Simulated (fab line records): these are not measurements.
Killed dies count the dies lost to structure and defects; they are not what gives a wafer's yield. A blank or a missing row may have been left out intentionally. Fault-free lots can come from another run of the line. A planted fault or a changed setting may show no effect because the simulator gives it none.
A struck lot beside a sound one | flow berkeley cmos170 | 16 steps out of a route of 331
Sound: wafers L125.2, L125.3, L125.4. Struck: wafer L122.1; the same lot's L122.4 was not struck, so it is left out; see the end for the cause.
Per side, at each step with rows, come the tool, then ch with its chambers, and then its first start. Under that, the readings that differ: sound wafers | struck wafers | difference of the means | sigmas: that difference in standard deviations of wafers without a fault.
alike: readings with means less than 2 such deviations apart, plus words and numbers identical on both sides. not compared: withheld readings, readings lacking a value on some wafer, bounds such as >300 that could conceal the same value, and numbers that have no deviation in the record and whose values overlap.
Wherever a step has rows on one side only, a row that says differs or no value, or a row with sigmas, the two part there. Numbers that don't overlap but have no deviation are shown without sigmas and don't part them. A reading that every wafer of one side lacks parts them only if that side has two wafers or more.

UCB170_V1_CMP_02: polishes SiO2.
  sound on cmp-01 ch 0,1,3, day 9 19:47; struck on cmp-02 ch 0, day 9 04:52
  alike: motor current A
UCB170_V1_BOW_MEAS_03:
  sound on film metro-02 at day 9 20:17; struck on film metro-02 at day 9 05:06
  alike: V1_BOW
UCB170_V1_THK_MEAS_04:
  sound on film metro-02 at day 9 20:23; struck on film metro-02 at day 9 05:13
  alike: V1_POLISHED_THK
then, 7 steps without rows for these wafers: UCB170_V1_CLEAN_05 (cleans in DIW); UCB170_V1_HMDS_06 (prime time 60 s); UCB170_V1_COAT_07 (resist thk 900 nm); UCB170_V1_SOFTBAKE_08 (time 60 s); UCB170_V1_EXPOSE_09 (exposes mask VIA1, target cd 700 nm); UCB170_V1_PEB_10; UCB170_V1_DEVELOP_11 (develop time 45 s).
UCB170_V1_CD_MEAS_12: target cd 700 nm.
  sound on cd sem-02 at day 9 21:55; struck on cd sem-01 at day 9 07:14
  alike: cd nm
UCB170_V1_OVL_MEAS_13:
  sound on overlay-02 at day 9 22:01; struck on overlay-01 at day 9 07:22
  alike: V1_OVL
UCB170_V1_ETCH_14: etches SiO2 in CHF3/CF4/Ar, stops on Al, target depth 1250 nm, time 291 s.
  sound on rie diel-02 ch 0,1,3, day 9 22:02; struck on rie diel-03 ch 2, day 9 07:23
  reading                             | sound             | struck | difference | sigmas
  drypump motor current A (A)         | 5.5 4.9 5.9       | 6.4    | +1.0       | +2
  rf fwd power W (W)                  | 700.6 697.8 702.2 | 1190.5 | +490.3     | +99 or more
  model.KrF_of_V1_COAT_07.thk nm (nm) | 608.7 609.8 609   | 528.3  | -80.9      |
  model.V1.cd nm (nm)                 | 698.6 698.2 698.7 | 711.6  | +13.1      |
  model.V1.feature depth nm (nm)      | 983.7 983.3 983.3 | 995.8  | +12.4      |
  alike: mfc ar sccm, oes product au, throttle valve pct
  not compared: rf hours counter h
UCB170_V1_STRIP_15: strips in O2.
  sound on plasma asher-02 ch 0,1, day 9 22:13; struck on plasma asher-03 ch 0, day 9 07:34
  reading                      | sound             | struck | difference | sigmas
  strip time to endpoint s (s) | 15.27 15.29 15.29 | 13.37  | -1.91      | -23
  alike: drypump motor current A, oes product au
  not compared: rf hours counter h
UCB170_V1_CD_MEAS_90: target cd 700 nm.
  sound on cd sem-02 at day 9 22:20; struck on cd sem-01 at day 9 08:02
  reading    | sound             | struck | difference | sigmas
  cd nm (nm) | 698.8 698.2 698.4 | 711.8  | +13.3      | +8
  not compared: hold
UCB170_M3_PROBE_99:
  the record has rows for the sound wafers here (prober-01, day 10 09:20) and none for the struck ones

== WHERE THEY PART ==
First at UCB170_V1_ETCH_14; last, within this record, at UCB170_M3_PROBE_99.

WHY: what the simulator had put in
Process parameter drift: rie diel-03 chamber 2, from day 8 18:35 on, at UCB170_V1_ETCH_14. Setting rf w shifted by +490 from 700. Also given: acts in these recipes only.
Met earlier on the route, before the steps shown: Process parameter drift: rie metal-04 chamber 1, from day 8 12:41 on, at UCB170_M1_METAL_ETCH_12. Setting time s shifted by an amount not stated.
